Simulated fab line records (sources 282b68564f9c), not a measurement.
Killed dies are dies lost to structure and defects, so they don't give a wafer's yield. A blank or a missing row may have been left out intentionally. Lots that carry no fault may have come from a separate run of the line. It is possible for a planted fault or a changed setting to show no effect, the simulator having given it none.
Split-lot experiment ; flow rit cmos ; on a route of 202 steps: 5 lots, 23 wafers read

SPLIT DETAILS
At RIT_REOX_OXIDATION_03 (target thk 25.2 nm, ox time 5580 s), the setting temp c was moved away from the recipe's 900 C on 5 of the 23 wafers read, by +2.0%. All remaining wafers had this setting at the recipe value.

There is no step in the file separating the split from the reading.

THE READING
REOX_OXIDE_THK, in nm, at RIT_REOX_THK_MEAS_04. Fault-free wafers of this fab line usually give 25.2 nm, standard deviation 0.45 nm.

wafer;tool, chamber at the split;temp c as run, C;against the recipe;REOX_OXIDE_THK, nm;against lot-mates on the recipe
L074.1;-, -;900;recipe;25.5;-
L074.2;-, -;900;recipe;25.3;-
L074.3;-, -;900;recipe;25.6;-
L074.5;-, -;900;recipe;25.6;-
L074.6;-, -;900;recipe;26.2;-
L079.1;-, -;900;recipe;25.5;-
L079.2;-, -;900;recipe;25.4;-
L079.3;-, -;900;recipe;25.5;-
L079.5;-, -;900;recipe;25.4;-
L079.6;-, -;900;recipe;25.9;-
L080.1;-, -;900;recipe;25.5;-
L080.2;-, -;900;recipe;25.7;-
L080.3;-, -;900;recipe;25.4;-
L080.4;-, -;900;recipe;25.7;-
L080.5;-, -;900;recipe;25.5;-
L084.1;furnace-04, 0;900;recipe;25.1;-
L084.2;furnace-04, 0;900;recipe;26.0;-
L084.3;furnace-04, 0;900;recipe;25.2;-
L085.1;-, -;918.4;+2.0%;29.4;no lot-mate on the recipe
L085.2;-, -;918.4;+2.0%;29.5;no lot-mate on the recipe
L085.4;-, -;918.4;+2.0%;30.1;no lot-mate on the recipe
L085.5;-, -;918.4;+2.0%;29.7;no lot-mate on the recipe
L085.6;-, -;918.4;+2.0%;29.4;no lot-mate on the recipe

THE FIT
A straight line over all 23 wafers: REOX_OXIDE_THK changes by +1.99 nm for each +1% of temp c; r = +0.99; the points scatter about the line by 0.28 nm.
Too few moved wafers have a lot-mate on the recipe to fit a line with each lot's own level taken away.

THE WHOLE CHAIN: every reading that the file lists as answering this split, in the file's order
step;what it does;reading;change (the file's fit);r (the file's)
RIT_REOX_OXIDATION_03;target thk 25.2 nm, ox time 5580 s;SiO2_of_REOX_OXIDATION_03.thk nm (the simulator's own value, which no gauge read);+1.99 nm for each +1% of the setting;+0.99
RIT_REOX_THK_MEAS_04;;REOX_OXIDE_THK;+1.99 for each +1% of the setting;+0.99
RIT_SPACER_CLEAN_00;cleans in SC1, time 600 s;SiO2_of_REOX_OXIDATION_03.thk nm (the simulator's own value, which no gauge read);+1.83 nm for each +1% of the setting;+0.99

THE FILE'S OWN FIT
REOX_OXIDE_THK changes by +1.99 nm for each +1% of temp c, r = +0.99.
